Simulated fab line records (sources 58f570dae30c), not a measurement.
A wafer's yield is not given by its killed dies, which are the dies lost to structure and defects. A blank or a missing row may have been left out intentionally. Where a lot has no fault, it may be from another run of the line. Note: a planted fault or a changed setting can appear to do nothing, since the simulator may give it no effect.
What tool caused it?	flow berkeley cmos170	at 1 step of a route of 331, 7 lots with 21 wafers sampled

WHAT EACH GAUGE READ, for each wafer
UCB170_V1_CD_MEAS_90: the cd target is 700 nm.
lot	measured	on	cd nm (nm)
L361	day 9 05:35	cd sem-02	701.0 699.1 700.5
L365	day 9 22:13	cd sem-01	698.6 699.0 697.2
L367	day 10 04:05	cd sem-01	699.2 698.7 699.1
L366	day 10 04:19	cd sem-02	701.5 699.1 697.7
L371	day 11 00:14	cd sem-02	698.0 695.8 698.4
L381	day 12 15:40	cd sem-01	699.7 699.2 699.6
L382	day 14 20:14	cd sem-01	700.3 701.9 700.4

TOOL THAT RAN EACH LOT (tool first, then ch and the chambers of the sampled wafers, then the start)
Before these readings, the record contains no process step.

THE ANSWER, worked out from the rows above alone
Rule: the usual values come from the lots themselves. The widest of any qualifying gaps counts: lots, ordered by their means at a reading, are off when they make up no more than a third of the lots, leave a main group of 4 or more, and stand apart from it by 3 or more times the standard deviation of that group's means. If all means in a main group match to the digits the tables above print for the reading, that group is not used. Also off: a lot with no number at a reading for which 4 or more lots have one. Where the step has rows for the other lots, those lots are counted as sound.
Across all readings shown, no lot is off: no conclusion can be drawn from this.

WHAT THE SIMULATOR PUT IN
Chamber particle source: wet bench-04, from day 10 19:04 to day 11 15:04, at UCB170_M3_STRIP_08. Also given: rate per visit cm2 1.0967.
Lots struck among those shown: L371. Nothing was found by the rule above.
